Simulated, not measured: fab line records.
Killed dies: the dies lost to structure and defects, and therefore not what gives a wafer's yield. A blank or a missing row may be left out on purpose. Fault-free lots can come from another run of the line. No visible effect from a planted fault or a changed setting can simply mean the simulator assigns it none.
What tool caused it? + flow berkeley-cmos170 + at 1 step of a route of 331, 14 lots with 42 wafers sampled

## WHAT EACH GAUGE READ, for each wafer
No reading from a measuring or inspecting step in the record can be judged against a usual standard deviation.

## TOOL THAT RAN EACH LOT (tool first, then ch and the chambers of the sampled wafers, then the start)
| lot  | UCB170_M3_PEB_13                  |
|------|-----------------------------------|
| L949 | litho-track-02 ch 0, day 9 22:13  |
| L951 | litho-track-01 ch 0, day 10 00:34 |
| L953 | litho-track-01 ch 0, day 10 02:01 |
| L955 | litho-track-02 ch 0, day 10 09:52 |
| L954 | litho-track-01 ch 0, day 10 10:44 |
| L961 | litho-track-01 ch 0, day 11 22:12 |
| L963 | litho-track-01 ch 0, day 11 22:56 |
| L960 | litho-track-02, day 11 23:37      |
| L962 | litho-track-01, day 12 01:05      |
| L967 | litho-track-03 ch 0, day 12 22:09 |
| L965 | litho-track-01 ch 0, day 13 02:31 |
| L969 | litho-track-03 ch 0, day 13 03:40 |
| L968 | litho-track-03 ch 0, day 13 03:56 |
| L966 | litho-track-02 ch 0, day 13 04:19 |
- UCB170_M3_PEB_13

## AS READ BY THE TOOLS THEMSELVES (means over the sampled wafers that have a number; for cases with no such wafer, the mark the record gives instead)
UCB170_M3_PEB_13.
| lot  | tool           | chill-plate-temp-C (C) | exhaust-pa (Pa) |
|------|----------------|------------------------|-----------------|
| L949 | litho-track-02 | 23.07                  | 44.8            |
| L951 | litho-track-01 | 22.94                  | 45.0            |
| L953 | litho-track-01 | 23.03                  | 44.7            |
| L955 | litho-track-02 | 23.05                  | 45.8            |
| L954 | litho-track-01 | 23.04                  | 45.6            |
| L961 | litho-track-01 | 22.89                  | 44.4            |
| L963 | litho-track-01 | 22.92                  | 45.0            |
| L960 | litho-track-02 | -                      | -               |
| L962 | litho-track-01 | -                      | -               |
| L967 | litho-track-03 | 23.14                  | 45.1            |
| L965 | litho-track-01 | 22.89                  | 45.0            |
| L969 | litho-track-03 | 23.03                  | 43.9            |
| L968 | litho-track-03 | 22.96                  | 44.5            |
| L966 | litho-track-02 | 22.92                  | 44.7            |

## THE ANSWER, worked out from the rows above alone
Rule: the usual values come from the lots themselves. Put in order of their means at a reading, lots are off if they are a third of the lots or fewer, leave a main group of 4 or more, and stand apart from it by a gap of 3 or more times the standard deviation of the main group's means; of several such gaps the widest counts. A main group whose means are all the same, to the digits that the tables above print for the reading, isn't used. A lot without any number at a reading at which 4 lots or more have one is off too. The other lots that the step has rows for count as sound. Order of review: gauges by route order, followed by the tools' own readings, for which a lot's mean as printed above is used. The first step at which some lot is off is used, and at that step the reading that is off furthest; a lot without a number counts as furthest.
Off: L960, L962 (UCB170_M3_PEB_13, chill-plate-temp-C). Without a number there: L960, L962. The main group has a mean of 22.99 C with a standard deviation of 0.077.
A tool fits if, at that step or a process step before it, it ran every lot that is off, and no sound lot after the first of them. No candidate that was tried fits.

## WHAT THE SIMULATOR PUT IN
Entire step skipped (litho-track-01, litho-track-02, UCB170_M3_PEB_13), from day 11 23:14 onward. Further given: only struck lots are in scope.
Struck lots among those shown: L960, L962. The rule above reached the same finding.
